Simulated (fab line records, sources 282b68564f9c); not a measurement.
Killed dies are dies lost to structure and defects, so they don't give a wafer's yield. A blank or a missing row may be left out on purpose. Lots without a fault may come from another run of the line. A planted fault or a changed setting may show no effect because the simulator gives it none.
One fault seen from 2 desks | flow rit_cmos | each desk has only its own numbers; what lay behind them comes last

THE METROLOGY DESK
What the gauges read, lot by lot, whatever tool the lot ran on: means of the sampled wafers that have a number. A lot is out of limits, marked OUT, if its mean lies more than 4 standard deviations from the usual mean; the brackets give that distance. Of its 14 readings 7 are shown: those that lie furthest out on some lot.
Columns: A = NSD_RS at RIT_SDANNEAL_RS_MEAS_05, usual 83.29 ohm/sq; B = PLDD_RS at RIT_SDANNEAL_RS_MEAS_06, usual 179.6 ohm/sq; C = NLDD_RS at RIT_SDANNEAL_RS_MEAS_07, usual 154.6 ohm/sq; D = SILICIDE_TI_RS at RIT_SILICIDE_RS_MEAS_02, usual 47.9 ohm/sq; E = SILICIDE_TI_THK at RIT_SILICIDE_THK_MEAS_03, usual 30.2 nm; F = CONTACT_TEOS_THK at RIT_CONTACT_THK_MEAS_01, usual 406 nm; G = cd_nm at RIT_CONTACT_CD_MEAS_90, usual 999.2 nm
lot  | first seen here | A     | B     | C     | D    | E    | F   | G
L539 | day 4 08:38     | 83.74 | 180.2 | 154.4 | 49.0 | 29.5 | 403 | 997.4
L540 | day 4 12:05     | 83.52 | 179.4 | 154.3 | 47.0 | 30.7 | 406 | 1001.1
L547 | day 5 23:24     | 83.17 | 179.8 | 155.0 | 48.5 | 30.1 | 411 | 1001.1
L549 | day 6 10:01     | 83.30 | 179.3 | 153.5 | 48.8 | 29.6 | 412 | 1002.1
L551 | day 6 19:56     | 83.44 | 180.1 | 153.5 | 47.7 | 30.4 | 395 | 998.0
L552 | day 6 23:54     | 83.64 | 180.4 | 155.0 | 49.0 | 29.4 | 402 | 996.1
This desk's finding: nothing out of limits on any of the 6 lots.

THE TOOL OWNER'S DESK: rtp_anneal-02
The tool's own readings at RIT_SILICIDE_RTA_06 (time 10 s, ramp up 5 s, ramp down 10 s): means of the sampled wafers that have a number, for each lot that ran on this tool. A lot is out of limits, marked OUT, if its mean lies more than 4 standard deviations from the usual mean; the brackets give that distance.
Columns: A = wafer_temp_C_max at RIT_SILICIDE_RTA_06, usual 753.1
lot  | first seen here | A
L539 | day 4 09:33     | 754.3
L547 | day 6 00:20     | 753.9
L549 | day 6 10:56     | 750.6
L551 | day 6 20:52     | 751.5
This desk's finding: nothing out of limits on any of the 4 lots.

PUT TOGETHER
The metrology desk saw nothing out of limits.
The tool owner's desk saw nothing out of limits.

WHAT THE SIMULATOR HAD PUT IN
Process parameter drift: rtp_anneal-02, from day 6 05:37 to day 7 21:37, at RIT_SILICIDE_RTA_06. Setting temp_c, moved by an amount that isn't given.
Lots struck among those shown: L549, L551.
